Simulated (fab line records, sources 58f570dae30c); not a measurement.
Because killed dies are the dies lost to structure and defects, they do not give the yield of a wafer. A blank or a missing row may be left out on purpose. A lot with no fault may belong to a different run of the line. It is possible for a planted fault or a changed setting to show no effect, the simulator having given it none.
Commonality check across tools :: flow berkeley cmos170 :: Lots sampled 14, wafers sampled 42

THE REASON FOR OPENING IT
Of 14 lots, 2 have the reading NLDD_RS flagged at UCB170_SDANNEAL_RS_MEAS_05. Wafers without a fault read 616.2 ohm/sq, standard deviation 1.3.
Rule: a lot gets a flag if all its wafers with a number sit over 4 standard deviations from that mean, or if no wafer of it has a number. The rest of the lots are taken to be sound.

lot: L530
measured: day 8 10:54
on: film metro-01
NLDD_RS (ohm/sq), wafer by wafer: 617.2 618.0 618.3
flag: 

lot: L529
measured: day 8 12:09
on: film metro-04
NLDD_RS (ohm/sq), wafer by wafer: 616.9 616.5 615.9
flag: 

lot: L533
measured: day 8 20:33
on: film metro-01
NLDD_RS (ohm/sq), wafer by wafer: 616.0 616.7 612.9
flag: 

lot: L531
measured: day 9 03:08
on: film metro-01
NLDD_RS (ohm/sq), wafer by wafer: 616.5 616.5 615.6
flag: 

lot: L535
measured: day 9 04:05
on: film metro-01
NLDD_RS (ohm/sq), wafer by wafer: 618.1 616.2 618.0
flag: 

lot: L534
measured: day 9 04:44
on: film metro-01
NLDD_RS (ohm/sq), wafer by wafer: 615.3 617.7 616.9
flag: 

lot: L536
measured: day 9 18:49
on: film metro-04
NLDD_RS (ohm/sq), wafer by wafer: 617.8 616.8 616.2
flag: 

lot: L537
measured: day 9 19:49
on: film metro-01
NLDD_RS (ohm/sq), wafer by wafer: 617.1 616.0 617.6
flag: 

lot: L539
measured: day 10 05:13
on: film metro-01
NLDD_RS (ohm/sq), wafer by wafer: 583.0 581.5 581.6
flag: FLAGGED

lot: L542
measured: day 10 05:18
on: film metro-04
NLDD_RS (ohm/sq), wafer by wafer: 616.7 616.7 618.5
flag: 

lot: L540
measured: day 10 05:47
on: film metro-04
NLDD_RS (ohm/sq), wafer by wafer: 583.5 583.4 583.1
flag: FLAGGED

lot: L547
measured: day 11 12:16
on: film metro-01
NLDD_RS (ohm/sq), wafer by wafer: 615.6 615.9 614.9
flag: 

lot: L548
measured: day 12 04:44
on: film metro-04
NLDD_RS (ohm/sq), wafer by wafer: 618.3 616.9 615.9
flag: 

lot: L550
measured: day 12 05:16
on: film metro-01
NLDD_RS (ohm/sq), wafer by wafer: 613.9 616.0 616.6
flag: 
Average over the flagged lots: 582.7 ohm/sq; offset from the usual -33.5 ohm/sq, equal to -26 standard deviations.

TOOL THAT RAN EACH LOT
The record holds 1 process step before the reading, out of a route of 331 steps. Cell contents, in order: the tool; ch with the chambers the sampled wafers went through; the start.
lot: L530
flag: 
UCB170_NLDD_IMPLANT_08: implanter-04 ch 0, day 7 21:20

lot: L529
flag: 
UCB170_NLDD_IMPLANT_08: implanter-02 ch 0, day 7 22:47

lot: L533
flag: 
UCB170_NLDD_IMPLANT_08: implanter-04 ch 0, day 8 08:32

lot: L531
flag: 
UCB170_NLDD_IMPLANT_08: implanter-04 ch 0, day 8 15:08

lot: L535
flag: 
UCB170_NLDD_IMPLANT_08: implanter-03 ch 0, day 8 15:18

lot: L534
flag: 
UCB170_NLDD_IMPLANT_08: implanter-04 ch 0, day 8 16:35

lot: L536
flag: 
UCB170_NLDD_IMPLANT_08: implanter-03 ch 0, day 9 03:31

lot: L537
flag: 
UCB170_NLDD_IMPLANT_08: implanter-04 ch 0, day 9 03:54

lot: L539
flag: FLAGGED
UCB170_NLDD_IMPLANT_08: implanter-03 ch 0, day 9 17:32

lot: L542
flag: 
UCB170_NLDD_IMPLANT_08: implanter-04 ch 0, day 9 18:13

lot: L540
flag: FLAGGED
UCB170_NLDD_IMPLANT_08: implanter-03 ch 0, day 9 18:57

lot: L547
flag: 
UCB170_NLDD_IMPLANT_08: implanter-04 ch 0, day 11 01:27

lot: L548
flag: 
UCB170_NLDD_IMPLANT_08: implanter-02 ch 0, day 11 16:48

lot: L550
flag: 
UCB170_NLDD_IMPLANT_08: implanter-04 ch 0, day 11 16:07
What is done by these steps:
- UCB170_NLDD_IMPLANT_08
- UCB170_SDANNEAL_RS_MEAS_05: measures by four-point-probe.

FLAGGED OVER TOTAL, TOOL BY TOOL (the gauges that took the reading come last)
step: UCB170_NLDD_IMPLANT_08
tool: implanter-02
lots run: 2
flagged: 0
share of the flagged lots: none
sound lots run after its first flagged lot: -

step: UCB170_NLDD_IMPLANT_08
tool: implanter-03
lots run: 4
flagged: 2
share of the flagged lots: all
sound lots run after its first flagged lot: 0

step: UCB170_NLDD_IMPLANT_08
tool: implanter-04
lots run: 8
flagged: 0
share of the flagged lots: none
sound lots run after its first flagged lot: -

step: UCB170_SDANNEAL_RS_MEAS_05
tool: film metro-01
lots run: 9
flagged: 1
share of the flagged lots: some
sound lots run after its first flagged lot: 2 (L547,L550)

step: UCB170_SDANNEAL_RS_MEAS_05
tool: film metro-04
lots run: 5
flagged: 1
share of the flagged lots: some
sound lots run after its first flagged lot: 1 (L548)

WHAT IS ALLOWED BY THE TABLE
1 row of the table ran every flagged lot: implanter-03 at UCB170_NLDD_IMPLANT_08.
- implanter-03 at UCB170_NLDD_IMPLANT_08: 2 of its 4 lots flagged. It ran its last sound lot, L536, at day 9 03:31 and its first flagged lot, L539, at day 9 17:32: a fault with its onset between the two fits. Its own readings (beam energy keV) fall more than 4 standard deviations out on all wafers of the flagged lots.
Left over: one tool, implanter-03 at UCB170_NLDD_IMPLANT_08.

WHAT THE SIMULATOR HAD PUT IN
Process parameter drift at UCB170_NLDD_IMPLANT_08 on implanter-03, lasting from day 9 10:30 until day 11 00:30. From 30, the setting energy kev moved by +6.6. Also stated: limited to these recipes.
Shown lots that were struck: L539, L540. This agrees with what the rule above found.
